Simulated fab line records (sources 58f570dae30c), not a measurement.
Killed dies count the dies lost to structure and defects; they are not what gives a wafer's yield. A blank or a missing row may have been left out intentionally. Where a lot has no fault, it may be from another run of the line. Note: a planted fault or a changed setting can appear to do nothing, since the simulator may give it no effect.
A struck lot beside a sound one + flow berkeleyCmos170 + 31 out of 331 route steps
Sound: the wafers L961.2, L961.3, L961.4. Struck: wafers L975.1, L975.3, L975.4. The cause comes at the end.
Per side, at each step with rows, come the tool, then ch with its chambers, and then its first start. Under that, the readings that differ: sound wafers + struck wafers + difference of the means + sigmas: that difference in standard deviations of wafers without a fault.
alike: words and numbers the same on both sides, and readings whose means are apart by under 2 such deviations; not compared: readings that were withheld, readings missing a value for some wafer, numbers with overlapping values and no deviation given by the record, and bounds like >300 which may hide the same value.
The two part at a step that has a row with sigmas, a row that says differs or no value, or rows on one side only. Non-overlapping numbers with no deviation appear without sigmas and do not part them. A reading missing from all wafers of one side parts the sides only when that side holds two or more wafers.

first, 1 step without rows for these wafers: UCB170_SDANNEAL_RTA_01 (time 5 s).
UCB170_SDANNEAL_RS_MEAS_02: uses a four-point probe to measure.
  sound on filmMetro-03, day 7 05:02; struck on filmMetro-04, day 9 13:46
  alike: PSD_RS
UCB170_SDANNEAL_RS_MEAS_03: uses a four-point probe to measure.
  sound on filmMetro-03, day 7 05:10; struck on filmMetro-04, day 9 13:53
  alike: NSD_RS
UCB170_SDANNEAL_RS_MEAS_04: uses a four-point probe to measure.
  sound on filmMetro-03, day 7 05:17; struck on filmMetro-04, day 9 14:00
  alike: PLDD_RS
UCB170_SDANNEAL_RS_MEAS_05: uses a four-point probe to measure.
  sound on filmMetro-03, day 7 05:24; struck on filmMetro-04, day 9 14:07
  alike: NLDD_RS
then, 1 step without rows for these wafers: UCB170_SILICIDE_PRE_CLEAN_00 (preclean etch time 60 s).
UCB170_SILICIDE_SPUTTER_01: material Ti, target thk 30 nm, time 25 s.
  sound on pvdSputter-02, day 7 05:34; struck on pvdSputter-03, day 9 14:18
  alike: throttleValvePct
UCB170_SILICIDE_RS_MEAS_02: uses a four-point probe to measure.
  sound on filmMetro-02, day 7 05:38; struck on filmMetro-04, day 9 14:20
  alike: SILICIDE_TI_RS
UCB170_SILICIDE_THK_MEAS_03: measures by xrf.
  sound on filmMetro-02, day 7 05:44; struck on filmMetro-04, day 9 14:27
  alike: SILICIDE_TI_THK
UCB170_SILICIDE_RTA_04: time 15.71 s.
  sound on rtpAnneal-01 ch 0, day 7 05:49; struck on rtpAnneal-01 ch 0, day 9 14:31
  alike: lampPowerPct, wafer_temp_C_max
then, 2 steps without rows for these wafers: UCB170_SILICIDE_WET_ETCH_05 (etches Ti in SPM, time 45 s); UCB170_CONTACT_CLEAN_00 (cleans in SPM, time 600 s).
UCB170_CONTACT_CVD_01: deposits PSG from SiH4/O2/PH3, target thk 700 nm, time 2820 s.
  sound on lpcvd-02 ch 0, day 7 06:04; struck on lpcvd-02 ch 0, day 9 16:03
| reading                                | sound             | struck          | difference | sigmas |
|----------------------------------------|-------------------|-----------------|------------|--------|
| model.PSG_of_CONTACT_CVD_01.thkNm (nm) | 703.9 700.7 697.3 | 992 982.8 986.6 | +286       |        |
  alike: pressureMtorr
UCB170_CONTACT_THK_MEAS_02:
  sound on filmMetro-01, day 7 07:52; struck on filmMetro-03, day 9 17:50
| reading              | sound       | struck      | difference | sigmas |
|----------------------|-------------|-------------|------------|--------|
| CONTACT_PSG_THK (nm) | 704 701 698 | 991 983 986 | +286       | +45    |
then, 3 steps without rows for these wafers: UCB170_CONTACT_HMDS_03 (prime time 60 s); UCB170_CONTACT_COAT_04 (resist thk 900 nm); UCB170_CONTACT_SOFTBAKE_05 (time 60 s).
UCB170_CONTACT_STRIP_06: strips in O2.
  sound on plasmaAsher-01 ch 0,1, day 7 08:56; struck on plasmaAsher-01 ch 0,1, day 9 18:24
  alike: drypumpMotorCurrentA, oesProductAu, stripTimeToEndpointS
  not compared: rfHoursCounterH
then, 1 step without rows for these wafers: UCB170_CONTACT_CLEAN_07 (cleans in SPM, time 600 s).
UCB170_CONTACT_RTA_08: time 10 s.
  sound on rtpAnneal-01 ch 0, day 7 09:14; struck on rtpAnneal-01 ch 0, day 9 18:40
  alike: lampPowerPct, wafer_temp_C_max
then, 6 steps without rows for these wafers: UCB170_CONTACT_COAT_09; UCB170_CONTACT_COAT_10 (resist thk 900 nm); UCB170_CONTACT_SOFTBAKE_11 (time 60 s); UCB170_CONTACT_EXPOSE_12 (exposes mask CONT, target cd 700 nm); UCB170_CONTACT_PEB_13; UCB170_CONTACT_DEVELOP_14 (develop time 45 s).
UCB170_CONTACT_CD_MEAS_15: the cd target is 700 nm.
  sound on cdSem-02, day 7 11:14; struck on cdSem-01, day 9 19:43
  alike: cdNm
UCB170_CONTACT_OVL_MEAS_16:
  sound on overlay-02, day 7 11:20; struck on overlay-01, day 9 19:50
  alike: CONTACT_OVL
UCB170_CONTACT_ETCH_17: etches BARC in N2/H2.
  sound on rieDiel-02 ch 0,1,3, day 7 11:22; struck on rieDiel-02 ch 0,1,3, day 9 19:52
  alike: drypumpMotorCurrentA, oesProductAu, throttleValvePct
UCB170_CONTACT_ETCH_18: etches PSG in CHF3/CF4/Ar, stops on TiSi2, target depth 840 nm, time 195 s.
  sound on rieDiel-02 ch 0,1,3; struck on rieDiel-02 ch 0,1,3
| reading                           | sound             | struck            | difference | sigmas |
|-----------------------------------|-------------------|-------------------|------------|--------|
| oesProductAu (a.u.)               | 0.894 0.897 0.883 | 0.981 1.018 0.985 | +0.103     | +9     |
| model.etch.depthNm (nm)           | 703.9 700.7 697.3 | 839.2 869.5 832   | +146.3     |        |
| model.CONTACT.featureDepthNm (nm) | 703.9 700.7 697.3 | 839.2 869.5 832   | +146.3     |        |
  alike: CHF3_flow_sccm, drypumpMotorCurrentA, throttleValvePct
  not compared: rfHoursCounterH
then, 1 step without rows for these wafers: UCB170_CONTACT_STRIP_19 (strips in O2).

WHERE THEY PART
At UCB170_CONTACT_THK_MEAS_02 first; at UCB170_CONTACT_ETCH_18 last (within this record only).

WHY: what had been put in by the simulator
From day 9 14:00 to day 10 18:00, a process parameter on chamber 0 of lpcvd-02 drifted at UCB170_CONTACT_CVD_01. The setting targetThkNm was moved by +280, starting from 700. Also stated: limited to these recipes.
